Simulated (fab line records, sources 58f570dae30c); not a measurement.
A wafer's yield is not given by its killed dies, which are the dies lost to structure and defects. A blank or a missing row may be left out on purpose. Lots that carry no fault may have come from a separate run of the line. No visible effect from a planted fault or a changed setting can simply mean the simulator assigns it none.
Problem report in the 8D (eight disciplines) form, filled by code    flow berkeleyCmos170    the parts of the form that need people (team, actions taken, sign-off) are left out

## 1. WHAT IS WRONG
M2_AL_RS at UCB170_M2_RS_MEAS_02 reads a mean of 0.0358 ohm/sq on 6 wafers of 2 lots; wafers without a fault read 0.0321 ohm/sq with a standard deviation of 0.00039. That is +9.4 standard deviations from the usual mean.
The step: measures by four-point-probe.
Seen first at day 11 01:53 on filmMetro-03, wafer L575.1. Wafers with a number at this step in the record: 42, from 14 lots. Rule for "out", or "out of limits": more than 4 standard deviations from the usual mean. The other wafers with a number count as sound.

## 2. WHAT IT IS, AND WHAT IT ISN'T
question                     is                      is not
which readings at this step  M2_AL_RS                -
which lots                   L575, L578              L558, L560, L561, L562, L564, L565, L566, L567, L569, L570, L572, L581
which wafers of those lots   all that have a number  -
read on which gauges         filmMetro-03            filmMetro-02, filmMetro-04
when                         from day 11 01:53       up to then (33 sound wafers); but 3 sound wafers of L581 came after

## 3. SUSPECTS, AND WHAT RULES EACH OUT
Counting: a tool at any process step up to the reading remains a suspect when it ran all the lots that are out and ran no sound lot after the first of those.
- ruled out: the gauge at UCB170_M2_RS_MEAS_02. All the wafers that are out were read on filmMetro-03, but those of them that UCB170_M2_METAL_ETCH_18 has rows for are out there too, on other tools.
- pvdSputter-04 at UCB170_M2_SPUTTER_01 (material Al, target thk 900 nm, time 120 s): kept. It ran every lot that is out, first L575 (day 11 01:48), and no sound lot after that; its last sound lot up to then is L570 (day 9 22:17).
Left after counting: pvdSputter-04 at UCB170_M2_SPUTTER_01.

## 4. THE CAUSE (what the simulator had put in)
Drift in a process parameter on pvdSputter-04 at UCB170_M2_SPUTTER_01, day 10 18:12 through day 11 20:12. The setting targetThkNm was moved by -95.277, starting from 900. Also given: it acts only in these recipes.
This tool alone remained once counting was done.

## 5. THE EFFECT CHAIN, in route order
Rows list readings where the struck wafers' mean (over those with a number) sits beyond 3 standard deviations from the usual. Only readings for which the record gives a usual standard deviation are gone through. hours: the time from each lot's start at the first step in this table that gives one to its start at this step, as a median over the lots. sigmas: the change in usual standard deviations.
hours  step                     reading       usual          on struck wafers  change   sigmas
0      UCB170_M2_RS_MEAS_02     M2_AL_RS      0.0321 ohm/sq  0.0358            +0.0037  +9.4
0      UCB170_M2_THK_MEAS_03    M2_AL_THK     902 nm         811               -91      -7.6
3      UCB170_M2_METAL_ETCH_18  oesProductAu  0.853 a.u.     0.805             -0.048   -5.6
It contains these process steps:
- UCB170_M2_METAL_ETCH_18: etches Al in Cl2/BCl3, stops on SiO2, target depth 1170 nm, time 195 s.

## 6. WHAT WOULD HAVE CAUGHT IT SOONER
In this record the first reading out of limits at a measuring or inspecting step was taken at day 11 01:53, 8 hours after the fault began at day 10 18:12.
No tool reading at UCB170_M2_SPUTTER_01 that has a usual standard deviation in the record was out on any struck wafer, so an alarm limit of 4 standard deviations on those readings would not have fired.
Lots out: 2; of these, L578 started UCB170_M2_SPUTTER_01 on pvdSputter-04 after day 11 01:53. Putting the tool on hold at that point would have spared it.
